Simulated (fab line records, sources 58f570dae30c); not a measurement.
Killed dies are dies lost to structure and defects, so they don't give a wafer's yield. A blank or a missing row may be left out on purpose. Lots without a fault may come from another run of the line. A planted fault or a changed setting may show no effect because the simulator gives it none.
fab line records | flow berkeley_cmos170
record lots=14 wafers=42 last_day=13
route steps=331 shown M3@327
lots that met no fault: from a run of the same line without faults
start_h: hours from the record's first day to the start of the lot's first wafer shown | wait_h: hours since the lot's step before | " the same as in the row above | L1.1+2: a row that stands for several wafers | - no value, or no start given | * or withheld: withheld | < > ~ a bound
route shown NAME@n: a module of which the file shows steps, and the number in the route of the first | usual: mean/standard deviation of fault-free wafers | same: alike in all rows | chamber/n: place in a boat | sites: the reading at each site | _std_site: their standard deviation | _edge_site: outer sites' mean less inner sites' | radius_mm: how far each site lies from the wafer's centre | mask NAME#n: copy n | behind: the tool/chamber that last shaped the wafer | hold: why the lot was held/for how many hours/how that ended | device: the transistor (n, p or np) that didn't switch | end of line: the same wafers' tests at the end of the route | a step without rows: its recipe alone | killed: dies lost to structure and defects at the first sort, not the wafer's yield | map: a wafer's dies, x killed, . not, _ none there
set.NAME: the setting as run; set.NAME@STEP: as run at that earlier step | model.NAME: the simulator's own value behind a step, which no gauge read
steps of the route over a sample of lots; a table a step, a row a wafer
services: from which hour (start_h, from the record's first day; less than 0 if before it) a tool's chamber was out of use, for how many hours, and why
## steps
# step UCB170_M3_METAL_ETCH_18
# recipe chemistry=Cl2/BCl3 target=Al stop_on=SiO2 pressure_mtorr=12 target_depth_a=11700 over_etch_frac=0.3 time_s=195 icp_w=600 bias_w=120 Cl2_flow_sccm=90 bcl3_flow_sccm=45
# usual chamber_pressure_mTorr=11.999/0.011 drypump_motor_current_A=5.5/0.58 he_backside_leak_sccm=3.23/0.22 oes_product_au=0.858/0.0094 throttle_valve_pct=24.39/0.15
# columns lot.wafer tool chamber start_h wait_h chamber_pressure_mTorr drypump_motor_current_A he_backside_leak_sccm oes_product_au rf_hours_counter_h throttle_valve_pct
L470.1 rie_metal-02 0 162.32 - 12.023 6.4 3.62 0.844 0 24.24
L470.2 " 0 " " 11.991 6.4 3.44 0.844 - 24.26
L470.6 " 0 " " 12.003 6.4 3.42 0.851 - 24.24
L471.1 rie_metal-01 1 162.56 - 11.996 5.1 3.25 0.866 1 24.67
L471.2 " 0 " " 12.020 5.7 2.72 0.871 5 24.39
L471.3 " 0 " " 11.989 5.7 2.91 0.860 - 24.39
L472.1 rie_metal-01 0 170.95 - 12.025 5.7 2.92 0.860 5 24.39
L472.3 " 1 " " 11.998 5.1 3.06 0.869 - 24.67
L472.5 " 0 " " 11.986 5.7 2.99 0.861 - 24.39
L476.2 rie_metal-01 1 203.39 - 18.007 5.1 3.10 0.867 2 24.70
L476.5 " 0 " " 18.029 5.7 3.19 0.868 - 24.39
L476.6 " 1 " " 17.979 5.1 3.15 0.874 - 24.68
L477.1 rie_metal-01 0 204.92 - 18.026 5.7 3.16 0.863 6 24.37
L477.2 " 1 " " 17.982 5.1 3.11 0.878 2 24.69
L477.6 " 0 " " 17.994 5.7 3.30 0.870 - 24.40
L484.1 rie_metal-02 1 233.95 - 11.989 5.7 3.22 0.858 2 24.42
L484.2 " 0 " " 11.995 6.4 3.37 0.839 3 24.24
L484.4 " 0 " " 12.001 6.4 3.30 0.834 - 24.25
L485.1 rie_metal-03 1 234.23 - 11.992 5.8 3.46 0.856 1 24.36
L485.2 " 0 " " 12.005 4.7 2.93 0.865 3 24.29
L485.5 " 0 " " 11.987 4.7 3.06 0.850 - 24.29
L486.1 rie_metal-03 0 245.43 - 12.017 4.7 3.09 0.854 4 24.29
L486.4 " 1 " " 12.008 5.8 3.49 0.868 - 24.36
L486.5 " 1 " " 12.007 5.8 3.45 0.865 - 24.37
L488.3 rie_metal-02 1 260.22 - 11.990 5.6 3.20 0.862 - 24.42
L488.5 " 1 " " 11.984 5.6 3.37 0.867 - 24.42
L488.6 " 0 " " 11.991 6.4 3.05 0.847 - 24.23
L489.2 rie_metal-03 1 263.47 - 12.005 5.8 3.32 0.868 1 24.36
L489.4 " 0 " " 11.980 4.7 3.12 0.854 - 24.30
L489.6 " 0 " " 11.987 4.7 3.04 0.859 - 24.30
L491.1 rie_metal-03 0 280.64 - 12.000 4.7 3.28 0.838 4 24.29
L491.5 " 0 " " 11.992 4.7 3.19 0.849 - 24.29
L491.6 " 1 " " 11.990 5.8 3.40 0.858 - 24.37
L490.2 rie_metal-02 0 281.05 - 12.011 6.4 3.50 0.849 4 24.26
L490.3 " 0 " " 12.002 6.4 3.44 0.847 - 24.25
L490.5 " 0 " " 11.981 6.4 3.23 0.843 - 24.27
L492.1 rie_metal-01 0 288.68 - 11.971 5.7 3.09 0.864 7 24.39
L492.2 " 1 " " 12.001 5.1 3.04 0.876 4 24.71
L492.5 " 1 " " 11.996 5.1 3.09 0.856 - 24.69
L493.3 rie_metal-02 1 300.63 - 11.990 5.7 3.41 0.868 - 24.42
L493.4 " 0 " " 12.000 6.4 3.55 0.839 - 24.27
L493.5 " 0 " " 11.978 6.4 3.20 0.847 - 24.24
# step UCB170_M3_STRIP_19
# recipe chemistry=O2 power_w=400 pressure_mtorr=3500 platen_temp_c=withheld o2_flow_sccm=400 overash_fraction=0.5
# usual drypump_motor_current_A=5.8/0.46 oes_product_au=0.545/0.0087
# columns lot.wafer tool chamber start_h wait_h drypump_motor_current_A oes_product_au rf_hours_counter_h
L470.1 plasma_asher-02 1 162.70 0.3 5.7 0.542 44
L470.2 " 0 " " 4.9 0.541 44
L470.6 " 0 " " 4.9 0.544 -
L471.1 plasma_asher-04 0 162.75 0.1 6.2 0.550 44
L471.2 " 1 " " 5.7 0.546 44
L471.3 " 1 " " 5.6 0.553 -
L472.1 plasma_asher-02 1 171.14 0.1 5.7 0.548 45
L472.3 " 0 " " 4.9 0.554 -
L472.5 " 0 " " 4.9 0.540 -
L476.2 plasma_asher-01 0 203.57 0.1 6.1 0.507 47
L476.5 " 1 " " 6.4 0.509 -
L476.6 " 0 " " 6.1 0.514 -
L477.1 plasma_asher-04 0 205.11 0.1 6.2 0.491 49
L477.2 " 1 " " 5.6 0.509 49
L477.6 " 1 " " 5.6 0.497 -
L484.1 plasma_asher-04 0 234.14 0.1 6.2 0.535 52
L484.2 " 1 " " 5.6 0.538 52
L484.4 " 0 " " 6.1 0.539 -
L485.1 plasma_asher-01 0 234.41 0.1 6.1 0.564 50
L485.2 " 1 " " 6.3 0.560 50
L485.5 " 1 " " 6.4 0.561 -
L486.1 plasma_asher-01 0 245.61 0.1 6.1 0.555 51
L486.4 " 0 " " 6.1 0.552 -
L486.5 " 0 " " 6.0 0.553 -
L488.3 plasma_asher-01 0 260.38 0.1 6.1 0.529 -
L488.5 " 0 " " 6.1 0.542 -
L488.6 " 1 " " 6.3 0.538 -
L489.2 plasma_asher-02 1 263.65 0.1 5.7 0.545 54
L489.4 " 1 " " 5.7 0.553 -
L489.6 " 1 " " 5.7 0.555 -
L491.1 plasma_asher-04 1 280.83 0.1 5.6 0.543 55
L491.5 " 0 " " 6.2 0.548 -
L491.6 " 1 " " 5.6 0.548 -
L490.2 plasma_asher-01 1 281.24 0.1 6.3 0.530 54
L490.3 " 0 " " 6.0 0.537 -
L490.5 " 1 " " 6.3 0.529 -
L492.1 plasma_asher-04 1 288.87 0.1 5.6 0.553 56
L492.2 " 0 " " 6.1 0.544 56
L492.5 " 1 " " 5.6 0.545 -
L493.3 plasma_asher-04 1 300.79 0.1 5.7 0.537 -
L493.4 " 0 " " 6.1 0.523 -
L493.5 " 0 " " 6.1 0.536 -
## services
# columns tool chamber start_h hours kind
rie_metal-02 1 152.02 - clean
rie_metal-02 1 152.02 21.0 scheduled_down
rie_metal-02 1 152.02 21.0 vent_cycle
rie_metal-02 - 180.77 0.7 repair
rie_metal-03 1 183.03 - clean
rie_metal-03 1 183.03 21.5 scheduled_down
rie_metal-03 1 183.03 21.5 vent_cycle
rie_metal-01 - 241.49 2.8 pm
plasma_asher-04 - 268.07 2.8 pm
## key
first_sign step=UCB170_M3_METAL_ETCH_18 reading=chamber_pressure_mTorr direction=up sigmas=99+ usual=11.999 struck=18.003
effect step=UCB170_M3_STRIP_19 reading=oes_product_au direction=down sigmas=4.7 usual=0.545 struck=0.505
met_at UCB170_M3_METAL_ETCH_18
struck_lots L476,L477
onset_between 170.95 203.39
fault kind=process_parameter_drift tool=rie_metal-01 chamber=- onset_h=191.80 steps=UCB170_M3_METAL_ETCH_18 channel=pressure_mtorr offset=6 shape=step end_h=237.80 acts_in=these_recipes_only stated=12
